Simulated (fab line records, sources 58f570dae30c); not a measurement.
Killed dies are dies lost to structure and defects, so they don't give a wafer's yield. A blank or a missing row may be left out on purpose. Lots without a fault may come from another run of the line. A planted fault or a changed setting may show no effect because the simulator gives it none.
Chamber matching | flow berkeley_cmos170 | UCB170_V1_CMP_02 on cmp-01: 4 sister chambers
The step polishes SiO2. 4 wafers are shown with their chamber, then 7 later ones without.

WAFERS WITH THEIR CHAMBER
wafer  | chamber | motor_current_A (A)
L117.4 | 3       | 12.0
L117.6 | 1       | 13.7
L120.1 | 0       | 14.8
L120.2 | 2       | 16.2

WAFERS WITHOUT THEIR CHAMBER
wafer  | motor_current_A (A)
L120.5 | 15.5
L119.3 | 14.5
L119.5 | 15.8
L119.6 | 13.8
L122.1 | 15.8
L122.5 | 15.4
L122.6 | 12.1

WHICH CHAMBER EACH WENT THROUGH
wafer  | from the rows above     | in truth
L120.5 | can't be placed: 0 or 2 | 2
L119.3 | can't be placed: 0 or 1 | 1
L119.5 | can't be placed: 2 or 0 | 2
L119.6 | 1                       | 1
L122.1 | can't be placed: 2 or 0 | 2
L122.5 | can't be placed: 0 or 2 | 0
L122.6 | 3                       | 3
Placed correctly: 2 of 7. Can't be placed from these rows: 5 (the true chamber is among the candidates in 5). Placed wrongly: 0.
How it was worked out, from the rows above alone: a wafer's distance from a chamber is the root of the sum, over the readings, of the square of ((its reading less the chamber's mean) divided by the reading's scatter). The wafer belongs to the nearest chamber; if the next one is less than 2 further off, it can't be placed. A chamber's mean is the mean of its shown wafers. The scatter: with one shown wafer a chamber, the root of the mean of the squares of how far each hidden wafer lies from its nearest shown one.
